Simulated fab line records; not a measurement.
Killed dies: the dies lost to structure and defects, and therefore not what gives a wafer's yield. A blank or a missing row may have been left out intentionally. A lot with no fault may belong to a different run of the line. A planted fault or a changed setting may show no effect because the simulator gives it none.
The tool behind it: which one? | flow rit-cmos | Sampling: 15 lots, 45 wafers, 4 of 202 route steps

== WHAT EACH GAUGE READ, for each wafer ==
RIT_GATE_OVL_MEAS_17.
lot  | measured    | on         | GATE_OVL (nm)
L141 | day 3 07:45 | overlay-02 | -1.6 -1.0 -1.4
L144 | day 3 23:02 | overlay-01 | 0.6 0.2 -0.9
L145 | day 4 06:07 | overlay-01 | -1.5 -2.2 -1.4
L146 | day 4 12:01 | overlay-01 | 0.7 2.2 -0.6
L147 | day 4 16:27 | overlay-02 | -0.5 -1.8 -1.9
L148 | day 5 01:17 | overlay-02 | 1.7 0.0 0.9
L149 | day 5 03:56 | overlay-01 | -2.0 -0.5 -0.7
L150 | day 5 05:25 | overlay-01 | -0.2 -1.5 -0.5
L152 | day 6 00:40 | overlay-02 | -0.2 0.1 -2.0
L156 | day 6 19:53 | overlay-01 | -4.9 -3.2 -1.5
L160 | day 8 01:56 | overlay-01 | -2.7 -3.7 -2.2
L161 | day 8 01:52 | overlay-02 | -0.1 -1.3 -0.8

RIT_SPACER_THK_MEAS_04.
lot  | measured    | on            | SPACER_NITRIDE_THK (nm)
L141 | day 3 20:15 | film-metro-04 | 249.8 251.8 252.3
L144 | day 4 09:52 | film-metro-03 | 249.2 248.1 247.1
L145 | day 4 15:07 | film-metro-01 | 250.3 250.5 250.3
L146 | day 4 22:36 | film-metro-04 | 247.7 248.7 250.3
L147 | day 5 03:41 | film-metro-04 | 252.4 251.2 251.1
L148 | day 5 10:18 | film-metro-01 | 250.2 249.1 251.1
L149 | day 5 12:51 | film-metro-04 | 252.1 252.6 253.2
L150 | day 5 15:17 | film-metro-04 | 253.6 255.0 254.5
L152 | day 6 13:01 | film-metro-04 | 250.7 250.1 248.3
L156 | day 7 09:58 | film-metro-01 | 248.0 245.3 249.7
L160 | day 8 13:36 | film-metro-04 | 248.1 245.7 246.6
L161 | day 8 15:22 | film-metro-01 | 249.8 250.1 249.9

RIT_SILICIDE_RS_MEAS_02: uses a four-point probe to measure.
lot  | measured    | on            | SILICIDE_TI_RS (ohm/sq)
L141 | day 4 00:32 | film-metro-04 | 48.8 47.7 47.1
L144 | day 4 14:22 | film-metro-04 | 47.9 48.3 47.5
L145 | day 4 19:29 | film-metro-04 | 49.6 48.5 48.4
L146 | day 5 02:50 | film-metro-01 | 48.2 47.0 47.4
L147 | day 5 08:05 | film-metro-04 | 48.2 47.9 47.8
L148 | day 5 14:34 | film-metro-01 | 48.9 49.7 48.5
L149 | day 5 17:08 | film-metro-04 | 48.8 48.8 47.4
L150 | day 5 19:32 | film-metro-04 | 47.6 47.9 46.5
L152 | day 6 17:23 | film-metro-02 | 48.0 48.1 48.7
L156 | day 7 14:23 | film-metro-02 | 48.8 47.4 47.2
L160 | day 8 18:00 | film-metro-01 | 46.7 46.4 48.1
L161 | day 8 19:48 | film-metro-01 | 47.1 47.7 48.1

== EACH LOT AND THE TOOL THAT RAN IT (in order: tool; ch and the chambers of the sampled wafers; start) ==
lot  | RIT_FOX2_WET_ETCH_03
L141 | wet-bench-04 ch 3, day 2 11:37
L144 | wet-bench-04 ch 1, day 3 02:35
L145 | wet-bench-02 ch 2, day 3 07:24
L146 | wet-bench-04 ch 2, day 3 16:38
L147 | wet-bench-04 ch 3, day 3 19:17
L148 | wet-bench-04 ch 0, day 4 00:17
L149 | wet-bench-02 ch 0, day 4 03:50
L150 | wet-bench-02 ch 0, day 4 09:04
L152 | wet-bench-01 ch 1, day 5 00:58
L156 | wet-bench-01 ch 2, day 5 18:09
L157 | wet-bench-04 ch 0, day 5 21:51
L158 | wet-bench-01 ch 0, day 6 11:55
L159 | wet-bench-01 ch 1, day 6 11:55
L160 | wet-bench-02 ch 2, day 7 01:56
L161 | wet-bench-02 ch 3, day 7 01:56
- RIT_FOX2_WET_ETCH_03: etches Si3N4 in H3PO4, target depth 195 nm, time 2700 s.

== AS READ BY THE TOOLS THEMSELVES (means over the sampled wafers that have a number; for cases with no such wafer, the mark the record gives instead) ==
RIT_FOX2_WET_ETCH_03.
lot  | tool         | bath-guard-temp-C (C) | bath-heat-duty-pct (%)
L141 | wet-bench-04 | 165.5                 | 31.1
L144 | wet-bench-04 | 164.7                 | 27.3
L145 | wet-bench-02 | 164.8                 | 28.9
L146 | wet-bench-04 | 165.0                 | 28.3
L147 | wet-bench-04 | 165.3                 | 28.2
L148 | wet-bench-04 | 165.1                 | 29.8
L149 | wet-bench-02 | 165.3                 | 27.0
L150 | wet-bench-02 | 165.0                 | 29.1
L152 | wet-bench-01 | 164.4                 | 25.0
L156 | wet-bench-01 | 164.1                 | 23.5
L157 | wet-bench-04 | -                     | -
L158 | wet-bench-01 | -                     | -
L159 | wet-bench-01 | -                     | -
L160 | wet-bench-02 | 165.0                 | 29.8
L161 | wet-bench-02 | 165.2                 | 30.4

== THE ANSWER, worked out from the rows above alone ==
Rule: the usual values come from the lots themselves. The widest of any qualifying gaps counts: lots, ordered by their means at a reading, are off when they make up no more than a third of the lots, leave a main group of 4 or more, and stand apart from it by 3 or more times the standard deviation of that group's means. The tables above print the reading to a certain number of digits; a main group whose means all agree to those digits is not used. Also off: a lot with no number at a reading for which 4 or more lots have one. Any other lot the step has rows for is counted as sound. Order of review: gauges by route order, followed by the tools' own readings, for which a lot's mean as printed above is used. At the first step where some lot is off, the reading lying furthest off is the one used; lots without a number count as furthest.
Off at RIT_FOX2_WET_ETCH_03 (bath-guard-temp-C): L157, L158, L159. Without a number there: L157, L158, L159. Main group: mean 164.9 C, sd 0.38.
A tool fits if, at that step or a process step before it, it ran every lot that is off, and no sound lot after the first of them. No candidate that was tried fits.

== WHAT THE SIMULATOR HAD INSERTED ==
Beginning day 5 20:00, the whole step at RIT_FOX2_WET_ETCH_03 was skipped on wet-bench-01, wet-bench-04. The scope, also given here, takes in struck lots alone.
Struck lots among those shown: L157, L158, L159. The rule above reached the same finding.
